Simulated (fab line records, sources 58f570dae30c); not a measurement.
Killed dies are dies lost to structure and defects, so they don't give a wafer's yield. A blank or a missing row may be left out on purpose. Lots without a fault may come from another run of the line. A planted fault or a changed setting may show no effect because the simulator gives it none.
fab line records | flow berkeley_cmos170
record lots=13 wafers=39 last_day=12
route steps=331 shown START@1 SILICIDE@211 CONTACT@236
lots that met no fault: from a run of the same line without faults
start_h: hours from the record's first day to the start of the lot's first wafer shown | wait_h: hours since the lot's step before | " the same as in the row above | L1.1+2: a row that stands for several wafers | - no value, or no start given | * or withheld: withheld | < > ~ a bound
route shown NAME@n: a module of which the file shows steps, and the number in the route of the first | usual: mean/standard deviation of fault-free wafers | same: alike in all rows | chamber/n: place in a boat | sites: the reading at each site | _std_site: their standard deviation | _edge_site: outer sites' mean less inner sites' | radius_mm: how far each site lies from the wafer's centre | mask NAME#n: copy n | behind: the tool/chamber that last shaped the wafer | hold: why the lot was held/for how many hours/how that ended | device: the transistor (n, p or np) that didn't switch | end of line: the same wafers' tests at the end of the route | a step without rows: its recipe alone | killed: dies lost to structure and defects at the first sort, not the wafer's yield | map: a wafer's dies, x killed, . not, _ none there
set.NAME: the setting as run; set.NAME@STEP: as run at that earlier step | model.NAME: the simulator's own value behind a step, which no gauge read
steps of the route over a sample of lots; a table a step, a row a wafer
services: from which hour (start_h, from the record's first day; less than 0 if before it) a tool's chamber was out of use, for how many hours, and why
## steps
# step UCB170_START_BOW_MEAS_00
# recipe mode=bow
# usual INCOMING_BOW=0/6.2
# columns lot.wafer tool chamber start_h wait_h INCOMING_BOW[um]
L561.4 film_metro-01 - 15.06 - 0
L561.5 " - " " 3
L561.6 " - " " -2
L562.1 film_metro-02 - 20.00 - -6
L562.4 " - " " 0
L562.6 " - " " 3
L564.2 film_metro-01 - 30.02 - 2
L564.5 " - " " 5
L564.6 " - " " 10
L565.2 film_metro-02 - 35.02 - -9
L565.3 " - " " -12
L565.5 " - " " 9
L566.1 film_metro-02 - 40.00 - 0
L566.3 " - " " 3
L566.6 " - " " -3
L567.2 film_metro-04 - 45.02 - -3
L567.3 " - " " -2
L567.4 " - " " 4
L569.2 film_metro-01 - 55.02 - -12
L569.3 " - " " -5
L569.4 " - " " -2
L571.1 film_metro-04 - 65.00 - -4
L571.5 " - " " -7
L571.6 " - " " -9
L578.1 film_metro-02 - 100.00 - 6
L578.5 " - " " 3
L578.6 " - " " -1
L579.4 film_metro-02 - 105.06 - 10
L579.5 " - " " 0
L579.6 " - " " 5
L580.2 film_metro-02 - 110.02 - 1
L580.3 " - " " -2
L580.6 " - " " 3
L582.1 film_metro-02 - 120.00 - -2
L582.4 " - " " -8
L582.5 " - " " 1
L583.2 film_metro-02 - 125.02 - 11
L583.3 " - " " -7
L583.4 " - " " -2
# step UCB170_START_THK_MEAS_03
# recipe reads=SiO2_of_START_OXIDATION_02
# usual START_OXIDE_THK=20.1/0.39
# columns lot.wafer tool chamber start_h wait_h START_OXIDE_THK[nm]
L561.4 film_metro-01 - 19.53 0.0 20.2
L561.5 " - " " 20.0
L561.6 " - " " 20.0
L562.1 film_metro-01 - 26.59 0.0 19.8
L562.4 " - " " 19.4
L562.6 " - " " 19.4
L564.2 film_metro-01 - 35.54 0.0 20.0
L564.5 " - " " 20.4
L564.6 " - " " 20.5
L565.2 film_metro-04 - 39.08 0.0 20.5
L565.3 " - " " 20.5
L565.5 " - " " 20.5
L566.1 film_metro-01 - 43.23 0.0 19.8
L566.3 " - " " 20.2
L566.6 " - " " 19.7
L567.2 film_metro-02 - 49.16 0.0 19.1
L567.3 " - " " 19.2
L567.4 " - " " 19.6
L569.2 film_metro-04 - 58.59 0.0 20.5
L569.3 " - " " 20.1
L569.4 " - " " 20.4
L571.1 film_metro-01 - 68.28 0.0 19.8
L571.5 " - " " 19.9
L571.6 " - " " 20.3
L578.1 film_metro-01 - 106.26 0.0 20.3
L578.5 " - " " 20.2
L578.6 " - " " 20.0
L579.4 film_metro-02 - 109.04 0.0 20.3
L579.5 " - " " 20.2
L579.6 " - " " 20.5
L580.2 film_metro-02 - 114.87 0.0 20.7
L580.3 " - " " 20.3
L580.6 " - " " 20.8
L582.1 film_metro-01 - 123.21 0.0 20.2
L582.4 " - " " 19.9
L582.5 " - " " 19.9
L583.2 film_metro-01 - 130.13 0.0 20.4
L583.3 " - " " 20.2
L583.4 " - " " 20.6
# step UCB170_SILICIDE_SPUTTER_01
# recipe material=Ti target_thk_nm=30 time_s=25 power_w=1500 chamber_pressure_pa=0.5
# usual chamber_pressure_pa=0.5000/0.0011 throttle_valve_pct=30.0/1
# columns lot.wafer tool chamber start_h wait_h chamber_pressure_pa throttle_valve_pct
L561.4 pvd_sputter-02 - 148.58 0.0 0.4981 29.8
L561.5 " - " " 0.4986 29.8
L561.6 " - " " 0.5011 29.1
L562.1 pvd_sputter-03 - 156.34 0.0 0.5002 30.2
L562.4 " - " " 0.4984 29.8
L562.6 " - " " 0.5000 30.6
L565.2 pvd_sputter-04 - 156.44 0.0 0.5006 29.1
L565.3 " - " " 0.4994 31.0
L565.5 " - " " 0.5017 30.5
L564.2 pvd_sputter-02 - 156.88 0.0 0.5011 30.0
L564.5 " - " " 0.4999 29.1
L564.6 " - " " 0.5007 30.2
L566.1 pvd_sputter-03 - 168.87 0.0 0.5001 29.1
L566.3 " - " " 0.5026 30.0
L566.6 " - " " 0.5001 28.8
L567.2 pvd_sputter-02 - 181.92 0.0 0.4998 30.7
L567.3 " - " " 0.4989 30.1
L567.4 " - " " 0.4986 29.2
L569.2 pvd_sputter-04 - 189.02 0.0 0.4997 30.8
L569.3 " - " " 0.4985 28.9
L569.4 " - " " 0.4985 31.0
L571.1 pvd_sputter-02 - 189.02 0.0 0.4981 30.5
L571.5 " - " " 0.4993 29.4
L571.6 " - " " 0.5017 30.1
L578.1 pvd_sputter-04 - 228.49 0.0 0.5007 30.9
L578.5 " - " " 0.5012 31.2
L578.6 " - " " 0.5000 29.3
L579.4 pvd_sputter-02 - 228.49 0.0 0.5008 28.0
L579.5 " - " " 0.4992 28.1
L579.6 " - " " 0.5003 29.3
L580.2 pvd_sputter-03 - 245.55 0.0 0.4986 29.7
L580.3 " - " " 0.5010 30.6
L580.6 " - " " 0.4995 29.0
L582.1 pvd_sputter-04 - 250.20 0.0 0.5006 30.8
L582.4 " - " " 0.4998 32.1
L582.5 " - " " 0.4990 29.0
L583.2 pvd_sputter-03 - 250.68 0.0 0.4997 29.0
L583.3 " - " " 0.4989 29.9
L583.4 " - " " 0.5014 31.0
# step UCB170_SILICIDE_RS_MEAS_02
# recipe thk_meas_gauge=four-point-probe reads=Ti_of_SILICIDE_SPUTTER_01
# usual SILICIDE_TI_RS=26.1/0.35
# columns lot.wafer tool chamber start_h wait_h SILICIDE_TI_RS[ohm/sq]
L561.4 film_metro-04 - 148.67 0.1 25.7
L561.5 " - " " 25.5
L561.6 " - " " 25.9
L562.1 film_metro-03 - 156.37 0.0 25.7
L562.4 " - " " 26.0
L562.6 " - " " 25.9
L565.2 film_metro-03 - 156.57 0.1 26.9
L565.3 " - " " 26.1
L565.5 " - " " 26.1
L564.2 film_metro-03 - 156.93 0.0 26.2
L564.5 " - " " 26.2
L564.6 " - " " 26.3
L566.1 film_metro-02 - 168.91 0.0 26.1
L566.3 " - " " 26.4
L566.6 " - " " 26.3
L567.2 film_metro-04 - 181.97 0.0 26.2
L567.3 " - " " 25.9
L567.4 " - " " 26.0
L571.1 film_metro-03 - 189.05 0.0 25.7
L571.5 " - " " 25.6
L571.6 " - " " 25.4
L569.2 film_metro-04 - 189.07 0.0 26.2
L569.3 " - " " 26.5
L569.4 " - " " 26.4
L578.1 film_metro-02 - 228.52 0.0 26.3
L578.5 " - " " 26.0
L578.6 " - " " 26.1
L579.4 film_metro-03 - 228.58 0.1 25.1
L579.5 " - " " 25.1
L579.6 " - " " 25.4
L580.2 film_metro-03 - 245.60 0.0 26.5
L580.3 " - " " 26.1
L580.6 " - " " 26.1
L582.1 film_metro-04 - 250.61 0.4 27.0
L582.4 " - " " 26.6
L582.5 " - " " 27.3
L583.2 film_metro-04 - 250.81 0.1 25.7
L583.3 " - " " 25.9
L583.4 " - " " 25.7
# step UCB170_CONTACT_CD_MEAS_90
# recipe target_cd_nm=700
# usual cd_nm=699.9/1.6
# columns lot.wafer tool chamber start_h wait_h cd_nm
L561.4 cd_sem-01 - 154.51 0.1 702.4
L561.5 " - " " 701.4
L561.6 " - " " 700.7
L562.1 cd_sem-01 - 162.49 0.1 701.8
L562.4 " - " " 702.2
L562.6 " - " " 701.5
L565.2 cd_sem-02 - 162.75 0.1 697.9
L565.3 " - " " 698.0
L565.5 " - " " 698.0
L564.2 cd_sem-01 - 162.82 0.1 700.6
L564.5 " - " " 700.0
L564.6 " - " " 701.2
L566.1 cd_sem-01 - 173.35 0.1 700.2
L566.3 " - " " 701.0
L566.6 " - " " 700.9
L567.2 cd_sem-02 - 187.11 0.1 700.8
L567.3 " - " " 699.6
L567.4 " - " " 699.9
L569.2 cd_sem-01 - 194.23 0.1 699.1
L569.3 " - " " 701.2
L569.4 " - " " 698.8
L571.1 cd_sem-02 - 194.79 0.1 698.8
L571.5 " - " " 699.0
L571.6 " - " " 700.4
L579.4 cd_sem-02 - 232.94 0.1 695.1
L579.5 " - " " 696.1
L579.6 " - " " 696.8
L578.1 cd_sem-01 - 233.15 0.1 696.9
L578.5 " - " " 698.5
L578.6 " - " " 696.3
L580.2 cd_sem-01 - 250.20 0.1 697.7
L580.3 " - " " 698.6
L580.6 " - " " 697.9
L582.1 cd_sem-01 - 255.07 0.1 701.0
L582.4 " - " " 701.8
L582.5 " - " " 700.9
L583.2 cd_sem-01 - 257.03 0.1 698.0
L583.3 " - " " 700.0
L583.4 " - " " 700.3
## services
# columns tool chamber start_h hours kind
pvd_sputter-04 - 178.76 4.6 repair
pvd_sputter-02 3 204.91 - consumable_replace:kit
pvd_sputter-02 3 204.91 18.0 scheduled_down
pvd_sputter-02 3 204.91 18.0 vent_cycle
## key
first_sign step=UCB170_SILICIDE_RS_MEAS_02 reading=SILICIDE_TI_RS direction=down sigmas=2.5 usual=26.1 struck=25.2
effect step=UCB170_CONTACT_CD_MEAS_90 reading=cd_nm direction=down sigmas=2.4 usual=699.9 struck=696.0 through=control_loop
met_at UCB170_SILICIDE_SPUTTER_01
struck_lots L579
tester_left_out L579
loop_trim step=UCB170_CONTACT_EXPOSE_12 setting=dose lots=L579
not_acting_at UCB170_START_BOW_MEAS_00,UCB170_START_THK_MEAS_03,UCB170_CONTACT_CD_MEAS_90
onset_between 189.02 228.49
fault kind=process_parameter_drift tool=pvd_sputter-02 chamber=- onset_h=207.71 steps=UCB170_SILICIDE_SPUTTER_01 channel=target_thk_nm offset=0.86866 shape=step end_h=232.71 acts_in=these_recipes_only stated=30
# tester_left_out: of these lots the tester's yield and bins aren't shown, on N5 and GAA mostly nor the transistor test; their killed dies are dies lost to structure and defects alone, not to doping, threshold or leakage, so they don't give the yield
# loop_trim: a control loop set the setting to another value than it would have without faults
